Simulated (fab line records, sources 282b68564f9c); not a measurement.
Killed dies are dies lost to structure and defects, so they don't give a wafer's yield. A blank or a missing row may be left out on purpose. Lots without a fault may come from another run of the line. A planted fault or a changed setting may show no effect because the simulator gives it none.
fab line records | flow rit_cmos
record lots=14 wafers=42 last_day=7
route steps=202 shown PWELL@47
lots that met no fault: from a run of the same line without faults
start_h: hours from the record's first day to the start of the lot's first wafer shown | wait_h: hours since the lot's step before | " the same as in the row above | L1.1+2: a row that stands for several wafers | - no value, or no start given | * or withheld: withheld | < > ~ a bound
route shown NAME@n: a module of which the file shows steps, and the number in the route of the first | usual: mean/standard deviation of fault-free wafers | same: alike in all rows | chamber/n: place in a boat | sites: the reading at each site | _std_site: their standard deviation | _edge_site: outer sites' mean less inner sites' | radius_mm: how far each site lies from the wafer's centre | mask NAME#n: copy n | behind: the tool/chamber that last shaped the wafer | hold: why the lot was held/for how many hours/how that ended | device: the transistor (n, p or np) that didn't switch | end of line: the same wafers' tests at the end of the route | a step without rows: its recipe alone | killed: dies lost to structure and defects at the first sort, not the wafer's yield | map: a wafer's dies, x killed, . not, _ none there
set.NAME: the setting as run; set.NAME@STEP: as run at that earlier step | model.NAME: the simulator's own value behind a step, which no gauge read
steps of the route over a sample of lots; a table a step, a row a wafer
services: from which hour (start_h, from the record's first day; less than 0 if before it) a tool's chamber was out of use, for how many hours, and why
## steps
# step RIT_PWELL_IMPLANT_08
# recipe species=B energy_kev=170 dose_cm2=7e+13 tilt_deg=7
# usual dose_ions_cm2=7e+13/6.7e+10 faraday_current_uA=223/4.7 tilt_deg=6.999/0.02
# columns lot.wafer tool chamber start_h wait_h dose_ions_cm2 faraday_current_uA tilt_deg
L439.2 implanter-03 0 25.42 0.2 7e+13 220 7.012
L439.4 " 0 " " 6.992e+13 226 7.030
L439.6 " 0 " " 7.003e+13 218 7.045
L440.1 implanter-03 0 30.98 0.2 7.01e+13 231 6.985
L440.3 " 0 " " 6.998e+13 222 6.991
L440.4 " 0 " " 6.993e+13 222 6.992
L442.3 implanter-03 0 38.69 0.2 7.013e+13 217 6.995
L442.4 " 0 " " 7.003e+13 222 7.013
L442.5 " 0 " " 6.995e+13 220 7.004
L443.2 implanter-03 0 43.30 0.2 7.008e+13 225 6.972
L443.3 " 0 " " 7.002e+13 219 6.981
L443.5 " 0 " " 7.006e+13 217 6.975
L444.3 implanter-04 0 48.88 0.2 7.003e+13 226 6.990
L444.5 " 0 " " 7.001e+13 220 7.000
L444.6 " 0 " " 6.996e+13 228 6.994
L445.2 implanter-04 0 53.96 0.2 6.988e+13 227 7.017
L445.4 " 0 " " 6.988e+13 221 7.030
L445.6 " 0 " " 6.991e+13 226 7.011
L446.1 implanter-04 0 58.14 0.2 7e+13 221 6.989
L446.2 " 0 " " 7.003e+13 223 6.999
L446.3 " 0 " " 7.005e+13 216 6.988
L447.1 implanter-03 0 65.76 0.2 6.996e+13 223 6.998
L447.5 " 0 " " 6.994e+13 220 7.000
L447.6 " 0 " " 7.003e+13 218 6.982
L449.1 implanter-03 0 74.23 0.2 6.996e+13 222 6.999
L449.2 " 0 " " 6.985e+13 217 6.985
L449.6 " 0 " " 6.994e+13 215 7.016
L452.1 implanter-01 0 87.55 0.2 6.994e+13 232 6.981
L452.4 " 0 " " 6.996e+13 221 6.994
L452.6 " 0 " " 6.995e+13 219 6.979
L457.2 implanter-04 0 113.12 0.2 1.0295e+14 325 6.996
L457.4 " 0 " " 1.0284e+14 333 7.003
L457.5 " 0 " " 1.0287e+14 316 7.012
L459.1 implanter-04 0 129.98 0.2 1.0296e+14 325 7.015
L459.4 " 0 " " 1.0302e+14 327 6.981
L459.5 " 0 " " 1.03e+14 324 6.989
L460.2 implanter-03 0 132.82 0.2 6.999e+13 227 7.002
L460.3 " 0 " " 7.003e+13 222 6.960
L460.4 " 0 " " 7.015e+13 220 6.988
L461.1 implanter-01 0 133.05 0.2 7.007e+13 228 6.996
L461.5 " 0 " " 6.992e+13 222 6.989
L461.6 " 0 " " 7.003e+13 234 6.976
# step RIT_PWELL_TW_MEAS_10
# usual PWELL_TW=954/15
# columns lot.wafer tool chamber start_h wait_h PWELL_TW
L439.2 film_metro-01 - 25.73 0.1 941
L439.4 " - " " 942
L439.6 " - " " 932
L440.1 film_metro-01 - 31.30 0.1 940
L440.3 " - " " 938
L440.4 " - " " 940
L442.3 film_metro-03 - 38.98 0.1 963
L442.4 " - " " 967
L442.5 " - " " 973
L443.2 film_metro-01 - 43.61 0.1 938
L443.3 " - " " 942
L443.5 " - " " 944
L444.3 film_metro-03 - 49.18 0.1 967
L444.5 " - " " 973
L444.6 " - " " 968
L445.2 film_metro-03 - 54.27 0.1 966
L445.4 " - " " 971
L445.6 " - " " 965
L446.1 film_metro-03 - 58.47 0.1 964
L446.2 " - " " 967
L446.3 " - " " 969
L447.1 film_metro-03 - 66.09 0.1 970
L447.5 " - " " 967
L447.6 " - " " 965
L449.1 film_metro-03 - 74.55 0.1 975
L449.2 " - " " 970
L449.6 " - " " 972
L452.1 film_metro-04 - 87.87 0.1 957
L452.4 " - " " 955
L452.6 " - " " 957
L457.2 film_metro-01 - 113.43 0.1 1059
L457.4 " - " " 1062
L457.5 " - " " 1057
L459.1 film_metro-04 - 130.31 0.1 1086
L459.4 " - " " 1085
L459.5 " - " " 1080
L460.2 film_metro-03 - 133.13 0.1 968
L460.3 " - " " 966
L460.4 " - " " 967
L461.1 film_metro-01 - 133.37 0.1 942
L461.5 " - " " 933
L461.6 " - " " 940
# step RIT_WELLDRIVE_RS_MEAS_02
# recipe thk_meas_gauge=four-point-probe
# usual PWELL_RS=429.3/1.1
# columns lot.wafer tool chamber start_h wait_h PWELL_RS[ohm/sq]
L439.2 film_metro-03 - 31.00 0.1 430.1
L439.4 " - " " 429.3
L439.6 " - " " 431.6
L440.1 film_metro-04 - 36.75 0.1 429.1
L440.3 " - " " 429.1
L440.4 " - " " 428.5
L442.3 film_metro-03 - 44.68 0.1 430.4
L442.4 " - " " 428.6
L442.5 " - " " 429.7
L443.2 film_metro-01 - 49.74 0.1 429.1
L443.3 " - " " 429.3
L443.5 " - " " 428.3
L444.3 film_metro-01 - 54.84 0.1 430.8
L444.5 " - " " 429.1
L444.6 " - " " 428.9
L445.2 film_metro-04 - 59.91 0.1 429.3
L445.4 " - " " 428.5
L445.6 " - " " 428.7
L446.1 film_metro-03 - 63.90 0.1 429.4
L446.2 " - " " 428.8
L446.3 " - " " 428.6
L447.1 film_metro-01 - 72.56 0.1 427.7
L447.5 " - " " 427.8
L447.6 " - " " 428.7
L449.1 film_metro-04 - 80.45 0.1 428.8
L449.2 " - " " 428.0
L449.6 " - " " 429.3
L452.1 film_metro-03 - 93.14 0.1 428.2
L452.4 " - " " 428.3
L452.6 " - " " 429.0
L457.2 film_metro-03 - 122.29 0.1 339.5
L457.4 " - " " 338.0
L457.5 " - " " 337.8
L459.1 film_metro-01 - 136.74 0.1 337.7
L459.4 " - " " 338.6
L459.5 " - " " 339.0
L460.2 film_metro-01 - 138.59 0.1 427.1
L460.3 " - " " 428.7
L460.4 " - " " 427.0
L461.1 film_metro-03 - 140.96 0.1 428.9
L461.5 " - " " 430.2
L461.6 " - " " 428.4
## services
# columns tool chamber start_h hours kind
implanter-01 - 19.88 58.4 repair
implanter-04 - 40.73 2.8 repair
implanter-03 - 111.90 3.0 pm
implanter-03 - 115.48 6.8 pm
## key
first_sign step=RIT_PWELL_IMPLANT_08 reading=dose_ions_cm2 direction=up sigmas=99+ usual=7e+13 struck=1.0294e+14
effect step=RIT_PWELL_IMPLANT_08 reading=faraday_current_uA direction=up sigmas=22 usual=223 struck=325
effect step=RIT_PWELL_TW_MEAS_10 reading=PWELL_TW direction=up sigmas=8.1 usual=954 struck=1072
effect step=RIT_WELLDRIVE_RS_MEAS_02 reading=PWELL_RS direction=down sigmas=83 usual=429.3 struck=338.4
met_at RIT_PWELL_IMPLANT_08
struck_lots L457,L459
tester_left_out L457,L459
onset_between 58.14 113.12
fault kind=process_parameter_drift tool=implanter-04 chamber=- onset_h=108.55 steps=RIT_PWELL_IMPLANT_08 channel=dose_cm2 offset=3.2902e+13 shape=step end_h=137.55 acts_in=these_recipes_only stated=7e+13
# tester_left_out: of these lots the tester's yield and bins aren't shown, on N5 and GAA mostly nor the transistor test; their killed dies are dies lost to structure and defects alone, not to doping, threshold or leakage, so they don't give the yield
